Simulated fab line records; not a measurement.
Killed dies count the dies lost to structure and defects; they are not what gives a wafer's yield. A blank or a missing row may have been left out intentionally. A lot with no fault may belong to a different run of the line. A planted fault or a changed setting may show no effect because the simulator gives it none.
Which of the tools did it?	flow ritCmos	42 wafers from 14 lots sampled at 4 of the route's 202 steps

WHAT THE GAUGES SHOWED, per wafer
RIT_CONTACT_THK_MEAS_01. Usual: CONTACT_TEOS_THK 399 nm, standard deviation 5.2.
lot	measured	on	CONTACT_TEOS_THK (nm)	flag
L311	day 3 08:05	filmMetro-02	394 404 402	
L313	day 3 13:29	filmMetro-03	395 398 405	
L314	day 3 19:44	filmMetro-03	391 397 393	
L315	day 3 23:22	filmMetro-03	398 404 404	
L317	day 4 08:55	filmMetro-04	391 398 401	
L318	day 4 13:16	filmMetro-02	402 397 404	
L319	day 4 19:04	filmMetro-04	395 407 402	
L324	day 5 19:59	filmMetro-04	394 397 401	
L326	day 6 06:32	filmMetro-02	388 389 394	
L328	day 6 17:56	filmMetro-03	401 402 408	
L329	day 6 22:02	filmMetro-04	397 402 399	
L331	day 7 06:50	filmMetro-02	400 407 407	
L332	day 7 10:58	filmMetro-03	393 397 405	
L334	day 7 20:56	filmMetro-04	395 400 401	

WHICH TOOL RAN EACH LOT (tool, then ch and the chambers of the sampled wafers, then the start)
lot	RIT_SDANNEAL_RTA_03	RIT_SILICIDE_RTA_06	RIT_CONTACT_CVD_00
L311	rtpAnneal-02 ch 0, day 3 06:59	rtpAnneal-02 ch 0, day 3 07:58	pecvd-04 ch 0,1,2, day 3 08:02
L313	rtpAnneal-02 ch 0, day 3 12:22	rtpAnneal-02 ch 0, day 3 13:22	pecvd-01 ch 1,2, day 3 13:26
L314	rtpAnneal-01 ch 0, day 3 18:37	rtpAnneal-01 ch 0, day 3 19:37	pecvd-04 ch 0,1,2, day 3 19:40
L315	rtpAnneal-02 ch 0, day 3 22:15	rtpAnneal-02 ch 0, day 3 23:16	pecvd-02 ch 0,2, day 3 23:19
L317	rtpAnneal-02 ch 0, day 4 07:48	rtpAnneal-02 ch 0, day 4 08:47	pecvd-04 ch 0,1,2, day 4 08:51
L318	rtpAnneal-01 ch 0, day 4 12:10	rtpAnneal-01 ch 0, day 4 13:09	pecvd-02 ch 0,1, day 4 13:13
L319	rtpAnneal-02 ch 0, day 4 17:56	rtpAnneal-02 ch 0, day 4 18:58	pecvd-01 ch 0,1,2, day 4 19:01
L324	rtpAnneal-01 ch 0, day 5 18:52	rtpAnneal-01 ch 0, day 5 19:52	pecvd-02 ch 0,1,2, day 5 19:55
L326	rtpAnneal-01 ch 0, day 6 05:18	rtpAnneal-01 ch 0, day 6 06:21	pecvd-04 ch 0,1,2, day 6 06:29
L328	rtpAnneal-01 ch 0, day 6 16:43	rtpAnneal-01 ch 0, day 6 17:47	pecvd-01 ch 0,2, day 6 17:52
L329	rtpAnneal-01 ch 0, day 6 20:50	rtpAnneal-01 ch 0, day 6 21:53	pecvd-04 ch 0,1,2, day 6 21:58
L331	rtpAnneal-01 ch 0, day 7 05:35	rtpAnneal-01 ch 0, day 7 06:38	pecvd-01 ch 0, day 7 06:46
L332	rtpAnneal-02 ch 0, day 7 09:51	rtpAnneal-02 ch 0, day 7 10:50	pecvd-04 ch 0,2, day 7 10:54
L334	rtpAnneal-02 ch 0, day 7 19:50	rtpAnneal-02 ch 0, day 7 20:49	pecvd-01 ch 0,1,2, day 7 20:52
- RIT_SDANNEAL_RTA_03: time 5 s.
- RIT_SILICIDE_RTA_06: time 10 s, ramp up 5 s, ramp down 10 s.
- RIT_CONTACT_CVD_00: deposits SiO2 from TEOS, target thk 400 nm, time 61 s.

WHAT THE TOOLS THEMSELVES READ (means of the sampled wafers that have a number; where no wafer has one, the mark that the record gives instead)
RIT_SDANNEAL_RTA_03. Usual: rampDownCPerS 171.00, standard deviation 0.032; wafer_temp_C_max 1053.6, standard deviation 1.2.
lot	tool	rampDownCPerS	wafer_temp_C_max	flag
L311	rtpAnneal-02	170.99	1053.3	
L313	rtpAnneal-02	171.00	1053.7	
L314	rtpAnneal-01	170.98	1052.7	
L315	rtpAnneal-02	171.00	1053.5	
L317	rtpAnneal-02	34.20	1053.6	OFF
L318	rtpAnneal-01	171.01	1053.4	
L319	rtpAnneal-02	34.19	1053.9	OFF
L324	rtpAnneal-01	171.02	1052.8	
L326	rtpAnneal-01	170.98	1053.4	
L328	rtpAnneal-01	170.98	1054.3	
L329	rtpAnneal-01	171.02	1053.5	
L331	rtpAnneal-01	170.98	1054.1	
L332	rtpAnneal-02	170.99	1052.8	
L334	rtpAnneal-02	170.98	1054.6	

RIT_SILICIDE_RTA_06. Usual: wafer_temp_C_max at 754.2, with a standard deviation of 0.77.
lot	tool	wafer_temp_C_max	flag
L311	rtpAnneal-02	753.9	
L313	rtpAnneal-02	754.0	
L314	rtpAnneal-01	754.4	
L315	rtpAnneal-02	754.9	
L317	rtpAnneal-02	754.4	
L318	rtpAnneal-01	753.9	
L319	rtpAnneal-02	754.6	
L324	rtpAnneal-01	754.1	
L326	rtpAnneal-01	754.2	
L328	rtpAnneal-01	755.2	
L329	rtpAnneal-01	755.1	
L331	rtpAnneal-01	754.5	
L332	rtpAnneal-02	754.3	
L334	rtpAnneal-02	754.6	

RIT_CONTACT_CVD_00. Usual: heaterPowerW at 299 W, with a standard deviation of 40.
lot	tool	heaterPowerW (W)	flag
L311	pecvd-04	302	
L313	pecvd-01	289	
L314	pecvd-04	284	
L315	pecvd-02	317	
L317	pecvd-04	306	
L318	pecvd-02	328	
L319	pecvd-01	267	
L324	pecvd-02	291	
L326	pecvd-04	326	
L328	pecvd-01	267	
L329	pecvd-04	298	
L331	pecvd-01	237	
L332	pecvd-04	248	
L334	pecvd-01	299	

THE ANSWER, worked out from the rows above alone
Rule: take the mean of a lot's wafers that have a number; if it is more than 3 standard deviations from the usual mean, the lot is off. Also off: a lot with no number at a reading for which 4 or more lots have one. The other lots that the step has rows for count as sound. First the gauges in route order, then the tools' own readings, where a lot's mean is used as printed above. The first step at which some lot is off is used, and at that step the reading that is off furthest; a lot without a number counts as furthest.
Off, at RIT_SDANNEAL_RTA_03 on rampDownCPerS: L317, L319.
A tool fits if, at that step or a process step before it, it ran every lot that is off, and no sound lot after the first of them. Not one of the candidates tried fits.

WHAT THE SIMULATOR HAD INSERTED
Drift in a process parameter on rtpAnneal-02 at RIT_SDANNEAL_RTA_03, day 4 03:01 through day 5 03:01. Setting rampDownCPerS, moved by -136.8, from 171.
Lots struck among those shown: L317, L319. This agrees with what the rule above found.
